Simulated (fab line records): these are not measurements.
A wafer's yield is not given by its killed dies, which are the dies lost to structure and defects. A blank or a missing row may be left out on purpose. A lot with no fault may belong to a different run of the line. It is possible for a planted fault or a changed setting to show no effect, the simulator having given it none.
A lot that was struck, set against a sound lot ; flow rit cmos ; 17 out of 202 route steps
Sound: these wafers, L924.1, L924.3, L924.5. Struck: wafers L932.1, L932.2, L932.3. Last of all comes the cause.
Per side, at each step with rows, come the tool, then ch with its chambers, and then its first start. Under that, the readings that differ: sound wafers ; struck wafers ; difference of the means ; sigmas: that difference in standard deviations of wafers without a fault.
alike: readings with means less than 2 such deviations apart, plus words and numbers identical on both sides. not compared: withheld readings, readings lacking a value on some wafer, bounds such as >300 that could conceal the same value, and numbers that have no deviation in the record and whose values overlap.
The two part at a step that has a row with sigmas, a row that says differs or no value, or rows on one side only. Non-overlapping numbers with no deviation appear without sigmas and do not part them. A reading that every wafer of one side lacks parts them only if that side has two wafers or more.

RIT_FOX2_THK_MEAS_01:
  sound on film metro-01, day 4 02:46; struck on film metro-03, day 5 17:19
  alike: FOX2_OXIDE_THK
then, 2 steps without rows for these wafers: RIT_FOX2_CLEAN_02 (cleans in dHF, time 180 s); RIT_FOX2_WET_ETCH_03 (etches Si3N4 in H3PO4, target depth 195 nm, time 2700 s).
RIT_FOX2_THK_MEAS_90:
  sound on film metro-03, day 4 03:38; struck on film metro-03, day 5 18:11
  alike: FIELD_OXIDE_LEFT_1_THK
then, 6 steps without rows for these wafers: RIT_NWELL_HMDS_00 (prime time 60 s); RIT_NWELL_COAT_01 (resist thk 1300 nm); RIT_NWELL_SOFTBAKE_02 (time 60 s); RIT_NWELL_EXPOSE_03 (exposes mask M2, target cd 43900 nm); RIT_NWELL_PEB_04; RIT_NWELL_DEVELOP_05 (develop time 68 s).
RIT_NWELL_OVL_MEAS_06:
  sound on overlay-01, day 4 04:38; struck on overlay-01, day 5 19:15
  alike: NWELL_OVL
then, 1 step without rows for these wafers: RIT_NWELL_HARDBAKE_07 (time 120 s).
RIT_NWELL_IMPLANT_08:
  sound on implanter-04 ch 0, day 4 04:55; struck on implanter-01 ch 0, day 5 19:32
reading;sound;struck;difference;sigmas
beam energy keV;170.05 170.01 170.05;139.35 139.38 139.45;-30.64;-99 or more
model.implant.rp nm (nm);211.4 211.4 211.4;175.4 175.4 175.4;-36.0;
model.implant.drp nm (nm);68.82 68.82 68.82;59.23 59.23 59.23;-9.59;
  alike: beam on s
RIT_NWELL_STRIP_09: strips in O2, time 180 s.
  sound on plasma asher-02 ch 0,1, day 4 05:04; struck on plasma asher-01 ch 0,1, day 5 19:41
  alike: chamber pressure mTorr, drypump motor current A, o2 flow sccm
  not compared: rf hours counter h
RIT_NWELL_TW_MEAS_10:
  sound on film metro-02, day 4 05:14; struck on film metro-04, day 5 19:52
  alike: NWELL_TW
then, 1 step without rows for these wafers: RIT_PWELL_HMDS_00 (prime time 60 s).
RIT_M1_PROBE_99:
  sound on prober-02, day 5 17:25; struck on prober-02, day 7 07:25
reading;sound;struck;difference;sigmas
model.etest.nwell pinched.rs ohm sq;330.6 339.5 335.7;350.5 347.5 342.8;+11.7;
model.etest.well edge left.line ohm um;181.7 182.8 183;184.4 188.2 187.8;+4.3;
model.etest.well edge right.line ohm um;181.5 185.3 181.6;186.7 188.7 187.6;+4.9;
model.etest.field p metal.vt v (V);-29.14 -28.53 -29.17;-25 -25.37 -25.47;+4;
model.etest.field p.vt v (V);-12.48 -12.43 -12.51;-10.9 -10.95 -11.06;+1.5;
model.etest.iso nwell nwell.bv v (V);21.86 22.46 22.07;22.58 22.62 22.67;+0.49;
model.etest.pmos narrow.vt less v (V);0.02561 0.02199 0.02199;0.03115 0.02809 0.02753;+0.00573;
  alike: killed at contacts, killed at front end, killed dies, killed open, killed short
  not compared: model.etest.iso nwell nwell.lateral log10 a um

WHERE THEY PART
At RIT_NWELL_IMPLANT_08 and nowhere else, as far as this record goes. Later steps at which nothing parts them and some readings are alike: RIT_NWELL_STRIP_09, RIT_NWELL_TW_MEAS_10, RIT_M1_PROBE_99.

WHY: what had been put in by the simulator
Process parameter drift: implanter-01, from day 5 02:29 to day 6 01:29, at RIT_NWELL_IMPLANT_08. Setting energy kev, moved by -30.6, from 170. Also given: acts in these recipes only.
